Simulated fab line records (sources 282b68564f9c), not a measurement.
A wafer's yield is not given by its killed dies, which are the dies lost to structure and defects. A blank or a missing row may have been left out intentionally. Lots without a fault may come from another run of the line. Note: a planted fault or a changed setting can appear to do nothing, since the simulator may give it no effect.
Struck lot and sound lot, side by side | flow ritCmos | 27 out of 202 route steps
Sound: the wafers L951.4, L951.5, L951.6. Struck: wafers L961.2, L961.4, L961.6. The cause is named last.
Per side, at each step with rows, come the tool, then ch with its chambers, and then its first start. Under that, the readings that differ: sound wafers | struck wafers | difference of the means | sigmas: that difference in standard deviations of wafers without a fault.
alike: same words and numbers on both sides, and readings whose means sit less than 2 such deviations apart. not compared: any withheld reading, any reading some wafer has no value for, any bound like >300 that may hide the same value, and any number with overlapping values for which the record gives no deviation.
The two part at a step that has a row with sigmas, a row that says differs or no value, or rows on one side only. Numbers that have no deviation but don't overlap get no sigmas and don't part them. Lack of a reading on every wafer of one side parts them only where that side has two or more wafers.

first, 4 steps without rows for these wafers: RIT_CONTACT_SOFTBAKE_04 (time 60 s); RIT_CONTACT_EXPOSE_05 (exposes mask M11, target cd 1000 nm); RIT_CONTACT_PEB_06; RIT_CONTACT_DEVELOP_07 (develop time 120 s).
RIT_CONTACT_CD_MEAS_08: the cd target is 1000 nm.
  sound on cdSem-01, day 3 22:46; struck on cdSem-02, day 5 16:19
  alike: cdNm
RIT_CONTACT_OVL_MEAS_09:
  sound on overlay-02, day 3 22:51; struck on overlay-02, day 5 16:25
  alike: CONTACT_OVL
then, 1 step without rows for these wafers: RIT_CONTACT_HARDBAKE_10 (time 60 s).
RIT_CONTACT_ETCH_11: etches SiO2 in CHF3/CF4/Ar, stops on TiSi2, target depth 480 nm, time 320 s.
  sound on rieDiel-04 ch 0,1,2, day 3 23:01; struck on rieDiel-04 ch 1,2,3, day 5 16:35
  alike: cf4FlowSccm, drypumpMotorCurrentA, oesProductAu, throttleValvePct
  not compared: rfHoursCounterH
RIT_CONTACT_STRIP_12: strips in O2, time 180 s.
  sound on plasmaAsher-01 ch 0,1, day 3 23:16; struck on plasmaAsher-04 ch 0,1, day 5 16:47
  alike: drypumpMotorCurrentA
  not compared: rfHoursCounterH
RIT_CONTACT_CD_MEAS_90: the cd target is 1000 nm.
  sound on cdSem-02, day 3 23:26; struck on cdSem-02, day 5 16:59
  alike: cdNm
then, 2 steps without rows for these wafers: RIT_CONTACT_CLEAN_13 (cleans in SC1, time 600 s); RIT_CONTACT_CLEAN_14 (cleans in SC2, time 600 s).
RIT_M1_SPUTTER_00: material Al, target thk 400 nm, time 500 s.
  sound on pvdSputter-01, day 3 23:52; struck on pvdSputter-01, day 5 17:28
  no value came back on the struck wafers for cathodeDcPowerW (W), chamberPressurePa (Pa), throttleValvePct (%); on the sound wafers cathodeDcPowerW (W) reads 2000.0 1999.3 2000.0
RIT_M1_RS_MEAS_01: the measuring method here is four-point-probe.
  sound on filmMetro-04, day 4 00:13; struck on filmMetro-04, day 5 17:47
reading           | sound                | struck | difference                    | sigmas
M1_AL_RS (ohm/sq) | 0.0736 0.0735 0.0737 | - - -  | no value on the struck wafers | 
RIT_M1_THK_MEAS_02: measures by xrf.
  sound on filmMetro-04, day 4 00:19; struck on filmMetro-04, day 5 17:53
reading        | sound       | struck   | difference | sigmas
M1_AL_THK (nm) | 400 400 394 | <0 <0 <0 | differs    | 
then, 6 steps without rows for these wafers: RIT_M1_HMDS_03 (prime time 60 s); RIT_M1_COAT_04 (resist thk 1300 nm); RIT_M1_SOFTBAKE_05 (time 60 s); RIT_M1_EXPOSE_06 (exposes mask M12, target cd 2600 nm); RIT_M1_PEB_07; RIT_M1_DEVELOP_08 (develop time 68 s).
RIT_M1_CD_MEAS_09: the cd target is 2600 nm.
  sound on cdSem-01, day 4 01:17; struck on cdSem-01, day 5 18:50
  alike: cdNm
RIT_M1_OVL_MEAS_10:
  sound on overlay-02, day 4 01:22; struck on overlay-02, day 5 18:57
  alike: M1_OVL
then, 1 step without rows for these wafers: RIT_M1_HARDBAKE_11 (time 120 s).
RIT_M1_METAL_ETCH_12: etches Al in Cl2/BCl3, stops on SiO2, time 165 s, target depth 600 nm.
  sound on rieMetal-02 ch 0,1, day 4 01:41; struck on rieMetal-02 ch 0,1, day 5 19:14
reading             | sound             | struck            | difference | sigmas
oesProductAu (a.u.) | 0.770 0.768 0.773 | 0.330 0.330 0.333 | -0.439     | -50
  alike: drypumpMotorCurrentA, mfcCl2Sccm, throttleValvePct
  not compared: rfHoursCounterH
then, 1 step without rows for these wafers: RIT_M1_STRIP_13 (strips in nmp, time 600 s).
RIT_M1_PROBE_99:
  sound on prober-02, day 4 04:02; struck on prober-01, day 5 21:32
reading                  | sound          | struck         | difference | sigmas
defectLimitedYield (%)   | 97.7 96.2 98.5 | 0 0 0          | -97        | -81
killed_at_M0_to_M3       | 0 0 0          | 263 261 263    | +262       | +99 or more
killedDies               | 6 10 4         | 264 264 264    | +257       | +86
killedOnRim              | 2 2 0          | 70 70 70       | +69        | +49
sort_bin_3_pad_short (%) | 0 0.4 0.4      | 23.5 23.9 25.0 | +23.9      | +99 or more
sort_bin_5_function (%)  | 1.9 2.7 0      | 75.0 71.2 72.0 | +71.2      | +92
sort_bin_6_memory (%)    | 0.4 0.8 1.1    | 1.5 4.9 3.0    | +2.4       | +4
sortNPass                | 258 254 260    | 0 0 0          | -257       | -86
sortYieldPct (%)         | 97.7 96.2 98.5 | 0 0 0          | -97        | -81
  alike: killedAtFrontEnd, killedOpen, killedShort

WHERE THEY PART
First at RIT_M1_SPUTTER_00; last, within this record, at RIT_M1_PROBE_99.

WHY: what the simulator had put in
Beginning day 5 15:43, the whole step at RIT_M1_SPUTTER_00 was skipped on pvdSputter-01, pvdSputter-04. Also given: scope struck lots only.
